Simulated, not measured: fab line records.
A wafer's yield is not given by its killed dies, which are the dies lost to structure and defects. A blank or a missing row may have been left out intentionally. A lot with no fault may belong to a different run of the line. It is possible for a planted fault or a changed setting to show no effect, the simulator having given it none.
What tool caused it? + flow berkeley-cmos170 + 13 lots, 39 wafers sampled, at 1 step of a route of 331

WHAT THE GAUGES READ, wafer by wafer
The record lacks any reading of a measuring or inspecting step that a usual standard deviation could be used to judge.

WHAT TOOL EACH LOT RAN ON (gives the tool, then ch and the chambers of the sampled wafers, and finally the start)
| lot  | UCB170_CONTACT_ETCH_18             |
|------|------------------------------------|
| L734 | rie-diel-04 ch 0,2, day 8 02:00    |
| L736 | rie-diel-04 ch 0,2,3, day 8 08:00  |
| L737 | rie-diel-01 ch 0,1,2, day 8 23:00  |
| L740 | rie-diel-03 ch 0,1,3, day 9 03:00  |
| L743 | rie-diel-04 ch 0,3, day 9 19:00    |
| L742 | rie-diel-03 ch 0,2,3, day 9 19:00  |
| L748 | rie-diel-03 ch 2,3, day 10 19:00   |
| L750 | rie-diel-04 ch 0,1,2, day 11 07:00 |
| L752 | rie-diel-01 ch 2,3, day 11 07:00   |
| L751 | rie-diel-04 ch 1,2,3, day 11 07:00 |
| L753 | rie-diel-04 ch 1,2,3, day 11 08:00 |
| L756 | rie-diel-01 ch 2,3, day 12 06:00   |
| L757 | rie-diel-01 ch 0,1,2, day 12 19:00 |
- UCB170_CONTACT_ETCH_18: etches PSG in CHF3/CF4/Ar, stops on TiSi2, target depth 840 nm, time 195 s.

AS READ BY THE TOOLS THEMSELVES (means over the sampled wafers that have a number; for cases with no such wafer, the mark the record gives instead)
UCB170_CONTACT_ETCH_18. Usual: drypump-motor-current-A 5.78 A, standard deviation 0.27; oes-product-au 0.897 a.u., standard deviation 0.011; rf-fwd-power-W 697.4 W, standard deviation 2.4; throttle-valve-pct 6.93 %, standard deviation 0.13.
| lot  | tool        | drypump-motor-current-A (A) | oes-product-au (a.u.) | rf-fwd-power-W (W) | throttle-valve-pct (%) | flag |
|------|-------------|-----------------------------|-----------------------|--------------------|------------------------|------|
| L734 | rie-diel-04 | 5.73                        | 0.900                 | 696.5              | 6.74                   |      |
| L736 | rie-diel-04 | 5.69                        | 0.902                 | 700.0              | 6.86                   |      |
| L737 | rie-diel-01 | 5.89                        | 0.890                 | 697.1              | 7.01                   |      |
| L740 | rie-diel-03 | 5.99                        | 0.898                 | 697.2              | 7.02                   |      |
| L743 | rie-diel-04 | 5.75                        | 0.891                 | 698.6              | 6.98                   |      |
| L742 | rie-diel-03 | 6.15                        | 0.907                 | 696.6              | 6.93                   |      |
| L748 | rie-diel-03 | 5.97                        | 0.901                 | 731.9              | 6.90                   | OFF  |
| L750 | rie-diel-04 | 5.68                        | 0.899                 | 698.0              | 6.80                   |      |
| L752 | rie-diel-01 | 5.66                        | 0.908                 | 698.9              | 7.00                   |      |
| L751 | rie-diel-04 | 5.63                        | 0.898                 | 698.4              | 6.93                   |      |
| L753 | rie-diel-04 | 5.59                        | 0.902                 | 697.7              | 6.92                   |      |
| L756 | rie-diel-01 | 5.66                        | 0.895                 | 699.2              | 6.98                   |      |
| L757 | rie-diel-01 | 5.87                        | 0.892                 | 697.1              | 7.00                   |      |

THE ANSWER, worked out from the rows above alone
Rule: lot off if the mean of its wafers having a number is beyond 3 standard deviations from the usual mean. A lot without any number at a reading at which 4 lots or more have one is off too. Where the step has rows for the other lots, those lots are counted as sound. Order of review: gauges by route order, followed by the tools' own readings, for which a lot's mean as printed above is used. The first step at which some lot is off is used, and at that step the reading that is off furthest; a lot without a number counts as furthest.
Off: L748, at UCB170_CONTACT_ETCH_18 (rf-fwd-power-W).
A tool fits if, at that step or a process step before it, it ran every lot that is off, and no sound lot after the first of them. One candidate fits, namely rie-diel-03 at UCB170_CONTACT_ETCH_18. A fault onset in the window from L742 (day 9 19:00, its last sound lot) to L748 (day 10 19:00, its first lot off) fits.
The tool's own readings at UCB170_CONTACT_ETCH_18 bear it out: on the lots that are off they differ by more than 5 times the standard deviation of the sound lots' means. rf-fwd-power-W reads 731.9 W there against 697.9 W on the sound lots.

WHAT HAD BEEN PUT IN BY THE SIMULATOR
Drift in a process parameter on rie-diel-03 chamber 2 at UCB170_CONTACT_ETCH_18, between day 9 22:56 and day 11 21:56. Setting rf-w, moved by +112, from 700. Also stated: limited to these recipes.
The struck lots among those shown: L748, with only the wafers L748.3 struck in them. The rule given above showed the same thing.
